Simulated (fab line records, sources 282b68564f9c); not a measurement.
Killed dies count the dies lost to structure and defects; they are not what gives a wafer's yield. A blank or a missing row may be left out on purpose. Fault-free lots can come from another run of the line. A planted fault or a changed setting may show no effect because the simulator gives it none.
Split-lot experiment / flow rit cmos / 23 wafers read across 5 lots, on a route 202 steps long

THE SPLIT
At RIT_GATE_DEVELOP_15 (develop time 50 s), the setting dev temp c was moved away from the recipe's 23 C on 4 of the 23 wafers read, by -6.8% to +15.0%. This setting was run at the recipe's value on the other wafers.

FROM THE SPLIT TO THE READING: what the file shows between them, 11 steps
- RIT_NLDD_IMPLANT_08 (also split here: dose cm2)
- RIT_PLDD_SOFTBAKE_02: time 60 s (also split here: temp c)
- RIT_PLDD_EXPOSE_03: exposes mask M8, target cd 40900 nm
- RIT_PLDD_PEB_04
- RIT_PLDD_DEVELOP_05: develop time 50 s
- RIT_SPACER_CVD_03: deposits Si3N4 from SiH2Cl2/NH3, target thk 250 nm, time 3300 s (also split here: nh3 flow sccm)
- RIT_NSD_IMPLANT_08 (also split here: dose cm2)
- RIT_PSD_DEVELOP_05: develop time 50 s (also split here: dev temp c)
- RIT_PSD_HARDBAKE_07: time 60 s
- RIT_PSD_STRIP_09: strips in O2, time 180 s
- RIT_SDANNEAL_CLEAN_00: cleans in SC1, time 600 s

THE READING
etest.pmos turned.drive ua um (the simulator's own value, which no gauge read), at RIT_M1_PROBE_99. The file does not state a usual value for it. Here, 19 wafers ran the recipe; their average is 181.6 with a standard deviation of 12.

wafer=L074.1; tool, chamber at the split=litho track-02, 0; dev temp c as run, C=23; against the recipe=recipe; etest.pmos turned.drive ua um=171.5; against lot-mates on the recipe=-
wafer=L074.2; tool, chamber at the split=litho track-02, 0; dev temp c as run, C=21.43; against the recipe=-6.8%; etest.pmos turned.drive ua um=180.4; against lot-mates on the recipe=+8.6
wafer=L074.3; tool, chamber at the split=litho track-02, 0; dev temp c as run, C=23; against the recipe=recipe; etest.pmos turned.drive ua um=170.2; against lot-mates on the recipe=-
wafer=L074.4; tool, chamber at the split=litho track-02, 0; dev temp c as run, C=21.43; against the recipe=-6.8%; etest.pmos turned.drive ua um=195.7; against lot-mates on the recipe=+23.9
wafer=L074.5; tool, chamber at the split=litho track-02, 0; dev temp c as run, C=23; against the recipe=recipe; etest.pmos turned.drive ua um=173.7; against lot-mates on the recipe=-
wafer=L075.1; tool, chamber at the split=litho track-04, 0; dev temp c as run, C=23; against the recipe=recipe; etest.pmos turned.drive ua um=181.5; against lot-mates on the recipe=-
wafer=L075.3; tool, chamber at the split=litho track-04, 0; dev temp c as run, C=23; against the recipe=recipe; etest.pmos turned.drive ua um=184.6; against lot-mates on the recipe=-
wafer=L075.4; tool, chamber at the split=litho track-04, 0; dev temp c as run, C=23; against the recipe=recipe; etest.pmos turned.drive ua um=183.1; against lot-mates on the recipe=-
wafer=L075.5; tool, chamber at the split=litho track-04, 0; dev temp c as run, C=23; against the recipe=recipe; etest.pmos turned.drive ua um=184; against lot-mates on the recipe=-
wafer=L075.6; tool, chamber at the split=litho track-04, 0; dev temp c as run, C=23; against the recipe=recipe; etest.pmos turned.drive ua um=172.9; against lot-mates on the recipe=-
wafer=L076.1; tool, chamber at the split=litho track-02, 0; dev temp c as run, C=23; against the recipe=recipe; etest.pmos turned.drive ua um=184.9; against lot-mates on the recipe=-
wafer=L076.3; tool, chamber at the split=litho track-02, 0; dev temp c as run, C=23; against the recipe=recipe; etest.pmos turned.drive ua um=192.8; against lot-mates on the recipe=-
wafer=L076.5; tool, chamber at the split=litho track-02, 0; dev temp c as run, C=23; against the recipe=recipe; etest.pmos turned.drive ua um=194.6; against lot-mates on the recipe=-
wafer=L082.1; tool, chamber at the split=litho track-04, 0; dev temp c as run, C=23; against the recipe=recipe; etest.pmos turned.drive ua um=165.3; against lot-mates on the recipe=-
wafer=L082.3; tool, chamber at the split=litho track-04, 0; dev temp c as run, C=23; against the recipe=recipe; etest.pmos turned.drive ua um=170; against lot-mates on the recipe=-
wafer=L082.4; tool, chamber at the split=litho track-04, 0; dev temp c as run, C=23; against the recipe=recipe; etest.pmos turned.drive ua um=168.3; against lot-mates on the recipe=-
wafer=L082.5; tool, chamber at the split=litho track-04, 0; dev temp c as run, C=23; against the recipe=recipe; etest.pmos turned.drive ua um=167.8; against lot-mates on the recipe=-
wafer=L082.6; tool, chamber at the split=litho track-04, 0; dev temp c as run, C=23; against the recipe=recipe; etest.pmos turned.drive ua um=177.2; against lot-mates on the recipe=-
wafer=L084.2; tool, chamber at the split=litho track-02, 0; dev temp c as run, C=26.46; against the recipe=+15.0%; etest.pmos turned.drive ua um=173.5; against lot-mates on the recipe=-29.3
wafer=L084.3; tool, chamber at the split=litho track-02, 0; dev temp c as run, C=23; against the recipe=recipe; etest.pmos turned.drive ua um=206.9; against lot-mates on the recipe=-
wafer=L084.4; tool, chamber at the split=litho track-02, 0; dev temp c as run, C=26.46; against the recipe=+15.0%; etest.pmos turned.drive ua um=175; against lot-mates on the recipe=-27.8
wafer=L084.5; tool, chamber at the split=litho track-02, 0; dev temp c as run, C=23; against the recipe=recipe; etest.pmos turned.drive ua um=199.9; against lot-mates on the recipe=-
wafer=L084.6; tool, chamber at the split=litho track-02, 0; dev temp c as run, C=23; against the recipe=recipe; etest.pmos turned.drive ua um=201.7; against lot-mates on the recipe=-

FIT RESULTS
A straight line over all 23 wafers: etest.pmos turned.drive ua um changes by -0.577 for each +1% of dev temp c; r = -0.24; the points scatter about the line by 12.
The same after taking each lot's own level away (the mean of its wafers on the recipe; 23 wafers): -1.99 for each +1%; r = -0.92; scatter 4.3.
According to that fit, moving dev temp c by its largest amount changes the reading by 30.
The lots' own levels span 169.72 to 202.83, that is 2.7 times the standard deviation above.
So the lot-to-lot level blurs the effect unless lot-mates are compared.
Check: -29.8 against its lot-mates is what the line predicts for one of the wafers moved furthest among these (+15.0%) when that wafer is left out of the fit. It came out at -29.3 against them.

FURTHER SPLITS ON THESE WAFERS
Other splits were also applied to these wafers ahead of the reading. Each is held against what the fit with the lots' levels taken away leaves over:
other split on the same wafers=RIT_ACTIVE_CVD_03 pressure mtorr; wafers away from the commonest value=18; r with etest.pmos turned.drive ua um (lot level and that fit taken away)=-0.06
other split on the same wafers=RIT_ACTIVE_COAT_06 spin rpm; wafers away from the commonest value=7; r with etest.pmos turned.drive ua um (lot level and that fit taken away)=-0.14
other split on the same wafers=RIT_NRETRO_IMPLANT_08 energy kev; wafers away from the commonest value=8; r with etest.pmos turned.drive ua um (lot level and that fit taken away)=+0.34
other split on the same wafers=RIT_PRETRO_COAT_01 spin rpm; wafers away from the commonest value=10; r with etest.pmos turned.drive ua um (lot level and that fit taken away)=-0.37
other split on the same wafers=RIT_PRETRO_IMPLANT_08 dose cm2; wafers away from the commonest value=8; r with etest.pmos turned.drive ua um (lot level and that fit taken away)=+0.07
other split on the same wafers=RIT_GATE_CVD_08 time s; wafers away from the commonest value=10; r with etest.pmos turned.drive ua um (lot level and that fit taken away)=+0.01
other split on the same wafers=RIT_NLDD_IMPLANT_08 dose cm2; wafers away from the commonest value=4; r with etest.pmos turned.drive ua um (lot level and that fit taken away)=-0.19
other split on the same wafers=RIT_PLDD_SOFTBAKE_02 temp c; wafers away from the commonest value=8; r with etest.pmos turned.drive ua um (lot level and that fit taken away)=+0.06
other split on the same wafers=RIT_SPACER_CVD_03 nh3 flow sccm; wafers away from the commonest value=15; r with etest.pmos turned.drive ua um (lot level and that fit taken away)=-0.05
other split on the same wafers=RIT_NSD_IMPLANT_08 dose cm2; wafers away from the commonest value=5; r with etest.pmos turned.drive ua um (lot level and that fit taken away)=-0.11
other split on the same wafers=RIT_PSD_DEVELOP_05 dev temp c; wafers away from the commonest value=5; r with etest.pmos turned.drive ua um (lot level and that fit taken away)=-0.37

THE WHOLE CHAIN: every reading that the file lists as answering this split, in the file's order
step=RIT_M1_PROBE_99; what it does=; reading=etest.pmos turned.r on ohm um (the simulator's own value, which no gauge read); change (the file's fit)=+34.2 for each +1% of the setting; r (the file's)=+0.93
step=RIT_M1_PROBE_99; what it does=; reading=etest.pmos_0p3.r on ohm um (the simulator's own value, which no gauge read); change (the file's fit)=+36.9 for each +1% of the setting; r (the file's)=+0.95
step=RIT_M1_PROBE_99; what it does=; reading=etest.pmos_0p15.r on ohm um (the simulator's own value, which no gauge read); change (the file's fit)=+33.2 for each +1% of the setting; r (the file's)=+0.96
step=RIT_M1_PROBE_99; what it does=; reading=etest.nmos_0p3.r on ohm um (the simulator's own value, which no gauge read); change (the file's fit)=+9.46 for each +1% of the setting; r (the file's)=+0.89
step=RIT_M1_PROBE_99; what it does=; reading=etest.nmos_0p15.r on ohm um (the simulator's own value, which no gauge read); change (the file's fit)=+9.17 for each +1% of the setting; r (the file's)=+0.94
step=RIT_M1_PROBE_99; what it does=; reading=etest.nmos_0p15.drive ua um (the simulator's own value, which no gauge read); change (the file's fit)=-5.37 for each +1% of the setting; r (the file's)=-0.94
step=RIT_M1_PROBE_99; what it does=; reading=etest.pmos turned.drive ua um (the simulator's own value, which no gauge read); change (the file's fit)=-1.98 for each +1% of the setting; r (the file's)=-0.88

FILE'S OWN FIT
etest.pmos turned.drive ua um changes by -1.98 for each +1% of dev temp c, r = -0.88.
